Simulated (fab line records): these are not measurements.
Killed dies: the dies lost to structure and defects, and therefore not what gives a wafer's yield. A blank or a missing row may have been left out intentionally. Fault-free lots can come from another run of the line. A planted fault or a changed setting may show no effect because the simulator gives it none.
Check of tool commonality -- flow berkeleyCmos170 -- Sampled: 14 lots, 42 wafers

## REASON IT WAS OPENED
2 of 14 lots carry a flag on the reading GATE_OXIDE_THK at UCB170_GATE_THK_MEAS_02. No-fault wafers: 6.66 nm, standard deviation 0.095.
Rule: a lot is flagged in two cases, either no wafer of it has a number, or all its wafers with numbers fall more than 4 standard deviations from that mean. All remaining lots are regarded as sound.

lot,measured,on,"GATE_OXIDE_THK (nm), wafer by wafer",flag
L184,day 6 16:07,filmMetro-03,6.75 6.59 6.56,
L183,day 6 16:13,filmMetro-01,6.62 6.57 6.60,
L187,day 7 04:55,filmMetro-03,6.85 6.79 6.68,
L185,day 7 04:55,filmMetro-04,6.72 6.73 6.68,
L188,day 7 13:27,filmMetro-04,6.63 6.76 6.69,
L189,day 7 13:28,filmMetro-01,6.64 6.73 6.69,
L190,day 8 02:10,filmMetro-03,6.52 6.50 6.36,
L191,day 8 14:12,filmMetro-01,6.81 6.67 6.68,
L192,day 8 14:13,filmMetro-03,6.50 6.48 6.62,
L195,day 9 04:29,filmMetro-01,6.60 6.64 6.60,
L200,day 9 20:05,filmMetro-04,6.61 6.51 6.57,
L197,day 9 20:07,filmMetro-01,6.76 6.76 6.62,
L204,day 11 03:58,filmMetro-03,9.07 9.02 9.15,FLAGGED
L205,day 11 03:58,filmMetro-01,8.93 8.94 8.77,FLAGGED
The numbers of the flagged lots are 8.98 nm on average: +2.32 nm against the usual, or +24 standard deviations.

## WHICH TOOL RAN EACH LOT
The record keeps 1 process step preceding the reading, out of 331 steps on the route. Cell contents, in order: the tool; ch with the chambers the sampled wafers went through; the start.
lot,flag,UCB170_GATE_OXIDATION_01
L184,,"furnace-01 ch 0, day 6 14:36"
L183,,"furnace-01 ch 0, day 6 14:36"
L187,,"furnace-04 ch 0, day 7 03:23"
L185,,"furnace-04 ch 0, day 7 03:23"
L188,,"furnace-02 ch 0, day 7 11:57"
L189,,"furnace-02 ch 0, day 7 11:57"
L190,,"furnace-02 ch 0, day 8 00:38"
L191,,"furnace-04 ch 0, day 8 12:41"
L192,,"furnace-04 ch 0, day 8 12:41"
L195,,"furnace-02 ch 0, day 9 02:59"
L200,,"furnace-01 ch 0, day 9 18:35"
L197,,"furnace-01 ch 0, day 9 18:35"
L204,FLAGGED,"furnace-01 ch 0, day 11 02:28"
L205,FLAGGED,"furnace-01 ch 0, day 11 02:28"
What the steps here do:
- UCB170_GATE_OXIDATION_01: target thk 6.6 nm, ox time 1800 s.
- UCB170_GATE_THK_MEAS_02

## FLAGGED AGAINST TOTAL, ONE TOOL AT A TIME (gauges that did the reading follow at the end)
step,tool,lots run,flagged,share of the flagged lots,sound lots run after its first flagged lot
UCB170_GATE_OXIDATION_01,furnace-01,6,2,all,0
UCB170_GATE_OXIDATION_01,furnace-02,4,0,none,-
UCB170_GATE_OXIDATION_01,furnace-04,4,0,none,-
UCB170_GATE_THK_MEAS_02,filmMetro-01,6,1,some,0
UCB170_GATE_THK_MEAS_02,filmMetro-03,5,1,some,0
UCB170_GATE_THK_MEAS_02,filmMetro-04,3,0,none,-

## WHAT THE TABLE ALLOWS
In the table, 1 row covers all flagged lots: furnace-01 at UCB170_GATE_OXIDATION_01.
- furnace-01 at UCB170_GATE_OXIDATION_01 ran 6 lots, 2 of them flagged. It ran its last sound lot, L197, at day 9 18:35 and its first flagged lot, L204, at day 11 02:28: a fault with its onset between the two fits.
furnace-01 at UCB170_GATE_OXIDATION_01 is the single tool remaining.

## WHAT THE SIMULATOR PUT IN
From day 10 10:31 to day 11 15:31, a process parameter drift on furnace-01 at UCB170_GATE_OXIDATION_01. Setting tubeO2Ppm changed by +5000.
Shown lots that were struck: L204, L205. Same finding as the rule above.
